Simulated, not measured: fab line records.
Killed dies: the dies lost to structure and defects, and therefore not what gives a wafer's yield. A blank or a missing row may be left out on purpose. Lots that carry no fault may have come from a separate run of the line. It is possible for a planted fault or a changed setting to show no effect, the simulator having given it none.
Split-lot experiment -- flow berkeley-cmos170 -- 5 lots, 23 wafers read, on a route of 331 steps

## THE SPLIT
At UCB170_NLDD_IMPLANT_09, the setting energy-kev was moved away from the recipe's 30 on 6 of the 23 wafers read, by -4.0% to +4.0%. This setting was run at the recipe's value on the other wafers.

The reading comes from the split's own step.

## THE READING
In nm, at UCB170_NLDD_IMPLANT_09: implant.drp-nm, which is the simulator's own figure and was read by no gauge. No usual value for it is given in the file.

wafer,"tool, chamber at the split",energy-kev as run,against the recipe,"implant.drp-nm, nm",against lot-mates on the recipe
L075.1,"implanter-01, 0",31.21,+4.0%,9.894,+0.283
L075.3,"implanter-01, 0",31.21,+4.0%,9.894,+0.283
L075.6,"implanter-01, 0",31.21,+4.0%,9.894,+0.283
L075.2,"implanter-01, 0",30,recipe,9.611,-
L075.5,"implanter-01, 0",30,recipe,9.611,-
L076.2,"implanter-04, 0",30,recipe,9.611,-
L076.3,"implanter-04, 0",30,recipe,9.611,-
L076.4,"implanter-04, 0",30,recipe,9.611,-
L076.5,"implanter-04, 0",30,recipe,9.611,-
L076.6,"implanter-04, 0",30,recipe,9.611,-
L079.2,"implanter-01, 0",30,recipe,9.611,-
L079.6,"implanter-01, 0",30,recipe,9.611,-
L079.3,"implanter-01, 0",28.8,-4.0%,9.33,-0.281
L079.4,"implanter-01, 0",28.8,-4.0%,9.33,-0.281
L079.5,"implanter-01, 0",28.8,-4.0%,9.33,-0.281
L082.1,"implanter-01, 0",30,recipe,9.611,-
L082.3,"implanter-01, 0",30,recipe,9.611,-
L082.4,"implanter-01, 0",30,recipe,9.611,-
L082.5,"implanter-01, 0",30,recipe,9.611,-
L082.6,"implanter-01, 0",30,recipe,9.611,-
L083.1,"implanter-01, 0",30,recipe,9.611,-
L083.3,"implanter-01, 0",30,recipe,9.611,-
L083.5,"implanter-01, 0",30,recipe,9.611,-

FIT RESULTS
A straight line over all 23 wafers: implant.drp-nm changes by +0.0702 nm for each +1% of energy-kev; r = +1.00; the points scatter about the line by 7.8e-05 nm.
The same after taking each lot's own level away (the mean of its wafers on the recipe; 23 wafers): +0.0702 nm for each +1%; r = +1.00; scatter 7.8e-05 nm.
According to that fit, moving energy-kev by its largest amount changes the reading by 0.28 nm.
The lots' own levels span 9.6110 to 9.6110 nm.
Consequently the slope shifts little with the lot-to-lot level, the two slopes agreeing.
Check: with one of the wafers moved furthest among these (+4.0%) left out of the fit, the line predicts +0.283 nm for it against its lot-mates. Against them it came out at +0.283 nm.

## OTHER SPLITS ON THESE WAFERS
Before the reading, these wafers also passed through other splits. Each is held against what the fit with the lots' levels taken away leaves over:
other split on the same wafers,wafers away from the commonest value,r with implant.drp-nm (lot level and that fit taken away)
UCB170_START_OXIDATION_02 temp-c,18,-0.32
UCB170_PWELL_IMPLANT_15 energy-kev,8,+0.02
UCB170_ACTIVE_CVD_05 nh3-flow-sccm,15,-0.54
UCB170_ACTIVE_ETCH_15 over-etch-frac,8,-0.36
UCB170_SACOX_OXIDATION_01 ox-time-s,18,+0.11
UCB170_SCREENOX_OXIDATION_01 temp-c,18,+0.46
UCB170_GATE_CVD_04 sih4-flow-sccm,10,-0.49
UCB170_GATE_SOFTBAKE_08 time-s,9,+0.21
UCB170_NLDD_IMPLANT_08 dose-cm2,11,-0.39

## THE WHOLE CHAIN: every reading that the file lists as answering this split, in the file's order
step,what it does,reading,change (the file's fit),r (the file's)
UCB170_NLDD_IMPLANT_09,,"implant.rp-nm (the simulator's own value, which no gauge read)",+0.16 nm for each +1% of the setting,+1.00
UCB170_NLDD_IMPLANT_09,,"implant.drp-nm (the simulator's own value, which no gauge read)",+0.0702 nm for each +1% of the setting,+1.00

## THE FILE'S OWN FIT
implant.drp-nm changes by +0.0702 nm for each +1% of energy-kev, r = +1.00.
